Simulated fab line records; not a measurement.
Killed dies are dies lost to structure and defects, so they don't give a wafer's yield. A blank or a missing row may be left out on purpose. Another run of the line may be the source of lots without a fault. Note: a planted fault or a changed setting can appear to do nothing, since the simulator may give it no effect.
Lot-split experiment :: flow berkeley cmos170 :: 5 lots, 23 wafers read, on a route of 331 steps

== ABOUT THE SPLIT ==
At UCB170_CONTACT_EXPOSE_12 (exposes mask CONT, target cd 700 nm), the setting dose mj was moved away from the recipe's 35 on 8 of the 23 wafers read, by -2.4% to +2.2%. For the rest of the wafers, this setting stayed at what the recipe calls for.

== FROM THE SPLIT TO THE READING: what the file shows between them, 6 steps ==
- UCB170_CONTACT_PEB_13
- UCB170_CONTACT_DEVELOP_14: develop time 45 s
- UCB170_CONTACT_CD_MEAS_15: target cd 700 nm
- UCB170_CONTACT_ETCH_17: etches BARC in N2/H2
- UCB170_CONTACT_ETCH_18: etches PSG in CHF3/CF4/Ar, stops on TiSi2, target depth 840 nm, time 195 s
- UCB170_CONTACT_STRIP_19: strips in O2

== THE READING ==
Shown in nm: cd nm at UCB170_CONTACT_CD_MEAS_90, with target cd 700 nm. Typical for fault-free wafers on this fab line: 699.6 nm, with standard deviation 1.7 nm.

wafer: L076.1
tool, chamber at the split: krf scanner-02, 0
dose mj as run: 35
against the recipe: recipe
cd nm, nm: 699.6
against lot-mates on the recipe: -

wafer: L076.2
tool, chamber at the split: krf scanner-02, 0
dose mj as run: 35
against the recipe: recipe
cd nm, nm: 701.3
against lot-mates on the recipe: -

wafer: L076.3
tool, chamber at the split: krf scanner-02, 0
dose mj as run: 35
against the recipe: recipe
cd nm, nm: 701.7
against lot-mates on the recipe: -

wafer: L076.4
tool, chamber at the split: krf scanner-02, 0
dose mj as run: 35
against the recipe: recipe
cd nm, nm: 700.8
against lot-mates on the recipe: -

wafer: L076.5
tool, chamber at the split: krf scanner-02, 0
dose mj as run: 35
against the recipe: recipe
cd nm, nm: 702.4
against lot-mates on the recipe: -

wafer: L079.1
tool, chamber at the split: krf scanner-02, 0
dose mj as run: 35
against the recipe: recipe
cd nm, nm: 696.7
against lot-mates on the recipe: -

wafer: L079.4
tool, chamber at the split: krf scanner-02, 0
dose mj as run: 35
against the recipe: recipe
cd nm, nm: 697.5
against lot-mates on the recipe: -

wafer: L079.6
tool, chamber at the split: krf scanner-02, 0
dose mj as run: 35
against the recipe: recipe
cd nm, nm: 698.6
against lot-mates on the recipe: -

wafer: L078.1
tool, chamber at the split: krf scanner-01, 0
dose mj as run: 35.78
against the recipe: +2.2%
cd nm, nm: 703.4
against lot-mates on the recipe: +2.6

wafer: L078.2
tool, chamber at the split: krf scanner-01, 0
dose mj as run: 35
against the recipe: recipe
cd nm, nm: 700.3
against lot-mates on the recipe: -

wafer: L078.3
tool, chamber at the split: krf scanner-01, 0
dose mj as run: 35.78
against the recipe: +2.2%
cd nm, nm: 706.0
against lot-mates on the recipe: +5.2

wafer: L078.5
tool, chamber at the split: krf scanner-01, 0
dose mj as run: 35.78
against the recipe: +2.2%
cd nm, nm: 705.5
against lot-mates on the recipe: +4.7

wafer: L078.6
tool, chamber at the split: krf scanner-01, 0
dose mj as run: 35
against the recipe: recipe
cd nm, nm: 701.4
against lot-mates on the recipe: -

wafer: L081.1
tool, chamber at the split: krf scanner-01, 0
dose mj as run: 34.15
against the recipe: -2.4%
cd nm, nm: 695.5
against lot-mates on the recipe: -5.0

wafer: L081.2
tool, chamber at the split: krf scanner-01, 0
dose mj as run: 35
against the recipe: recipe
cd nm, nm: 701.9
against lot-mates on the recipe: -

wafer: L081.3
tool, chamber at the split: krf scanner-01, 0
dose mj as run: 35
against the recipe: recipe
cd nm, nm: 699.1
against lot-mates on the recipe: -

wafer: L081.5
tool, chamber at the split: krf scanner-01, 0
dose mj as run: 34.15
against the recipe: -2.4%
cd nm, nm: 695.8
against lot-mates on the recipe: -4.7

wafer: L081.6
tool, chamber at the split: krf scanner-01, 0
dose mj as run: 34.15
against the recipe: -2.4%
cd nm, nm: 694.4
against lot-mates on the recipe: -6.1

wafer: L080.1
tool, chamber at the split: krf scanner-01, 0
dose mj as run: 35
against the recipe: recipe
cd nm, nm: 696.9
against lot-mates on the recipe: -

wafer: L080.2
tool, chamber at the split: krf scanner-01, 0
dose mj as run: 34.24
against the recipe: -2.2%
cd nm, nm: 694.3
against lot-mates on the recipe: -3.3

wafer: L080.3
tool, chamber at the split: krf scanner-01, 0
dose mj as run: 35
against the recipe: recipe
cd nm, nm: 698.5
against lot-mates on the recipe: -

wafer: L080.4
tool, chamber at the split: krf scanner-01, 0
dose mj as run: 34.24
against the recipe: -2.2%
cd nm, nm: 695.9
against lot-mates on the recipe: -1.7

wafer: L080.6
tool, chamber at the split: krf scanner-01, 0
dose mj as run: 35
against the recipe: recipe
cd nm, nm: 697.3
against lot-mates on the recipe: -

THE FIT
A straight line over all 23 wafers: cd nm changes by +2.1 nm for each +1% of dose mj; r = +0.86; the points scatter about the line by 1.7 nm.
The same after taking each lot's own level away (the mean of its wafers on the recipe; 23 wafers): +1.83 nm for each +1%; r = +0.92; scatter 1.1 nm.
Per that fit: largest dose mj move, reading shift of 4.4 nm.
The lots' own levels span 697.57 to 701.16 nm, that is 2.1 times the standard deviation above.
Hence the slope depends on the lot-to-lot level, as the two fits are not the same.
Check: with one of the wafers moved furthest among these (-2.4%) left out of the fit, the line predicts -4.29 nm for it against its lot-mates. Against them it came out at -5 nm.

== ADDITIONAL SPLITS CARRIED BY THESE WAFERS ==
Other splits were also applied to these wafers ahead of the reading. Each is held against what the fit with the lots' levels taken away leaves over:
other split on the same wafers: UCB170_SPACER_CVD_00 rf w
wafers away from the commonest value: 12
r with cd nm (lot level and that fit taken away): +0.03

other split on the same wafers: UCB170_SILICIDE_SPUTTER_01 power w
wafers away from the commonest value: 10
r with cd nm (lot level and that fit taken away): +0.23

== THE WHOLE CHAIN: every reading that the file lists as answering this split, in the file's order ==
step: UCB170_CONTACT_CD_MEAS_15
what it does: target cd 700 nm
reading: cd nm
change (the file's fit): +1.66 nm for each +1% of the setting
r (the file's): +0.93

step: UCB170_CONTACT_ETCH_17
what it does: etches BARC in N2/H2
reading: CONTACT.cd nm (the simulator's own value, which no gauge read)
change (the file's fit): +1.76 nm for each +1% of the setting
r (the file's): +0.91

step: UCB170_CONTACT_CD_MEAS_90
what it does: target cd 700 nm
reading: cd nm
change (the file's fit): +1.75 nm for each +1% of the setting
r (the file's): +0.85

== THE FILE'S OWN FIT ==
cd nm changes by +1.75 nm for each +1% of dose mj, r = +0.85.
